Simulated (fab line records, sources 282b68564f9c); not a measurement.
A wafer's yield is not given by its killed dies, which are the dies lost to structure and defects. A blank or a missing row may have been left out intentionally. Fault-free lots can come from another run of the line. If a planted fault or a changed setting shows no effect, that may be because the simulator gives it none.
The same fault as seen by 2 desks ; flow ritCmos ; every desk sees just its own numbers, and what lay behind them comes last

## AT THE METROLOGY DESK
Means of the sampled wafers that have a number, per lot and without regard to the tool the lot ran on: this is what the gauges read. Marked OUT: a lot whose mean sits more than 4 standard deviations from the usual mean, which makes it out of limits; the brackets give that distance.
Columns: A = FOX1_OXIDE_THK at RIT_FOX1_THK_MEAS_01, usual 352 nm; B = FIELD_OXIDE_LEFT_2_THK at RIT_FOX2_THK_MEAS_91, usual 256 nm; C = PSD_RS at RIT_SDANNEAL_RS_MEAS_04, usual 115.6 ohm/sq
lot;first seen here;A;B;C
L338;day 2 04:49;364;261;115.3
L339;day 2 09:43;350;260;115.4
L341;day 2 22:23;353;251;115.4
L342;day 3 02:00;351;242;115.4
L343;day 3 06:17;342;247;115.1
L344;day 3 10:24;348;253;115.9
L347;day 4 02:13;348;273;116.0
L348;day 4 06:27;346;252;116.0
L349;day 4 11:38;356;257;115.2
L350;day 4 18:49;346;259;115.7
L351;day 5 00:05;358;257;115.3
L352;day 5 02:21;352;253;116.1
L353;day 5 07:43;356;250;116.0
L358;day 6 08:04;350;257;115.9
Finding of this desk: none of the 14 lots has anything out of limits.

## TOOL OWNER'S DESK, furnace-04
The tool's own readings at RIT_FOX2_OXIDATION_00 (target thk 350.7 nm, ox time 1130 s): means of the sampled wafers that have a number, for each lot that ran on this tool. Marked OUT: a lot whose mean sits more than 4 standard deviations from the usual mean, which makes it out of limits; the brackets give that distance.
Columns: A = oxTempCMax at RIT_FOX2_OXIDATION_00, usual 1103.4
lot;first seen here;A
L339;day 2 10:25;1104.1
L341;day 2 23:06;1103.6
L348;day 4 07:19;1104.5
L349;day 4 11:49;1103.5
L350;day 4 19:48;1104.1
L358;day 6 09:15;1103.0
Finding of this desk: none of the 6 lots has anything out of limits.

## ALL TOGETHER
From the metrology desk's view, nothing was out of limits.
Nothing out of limits was seen by the tool owner's desk.

## WHAT THE SIMULATOR HAD PUT IN
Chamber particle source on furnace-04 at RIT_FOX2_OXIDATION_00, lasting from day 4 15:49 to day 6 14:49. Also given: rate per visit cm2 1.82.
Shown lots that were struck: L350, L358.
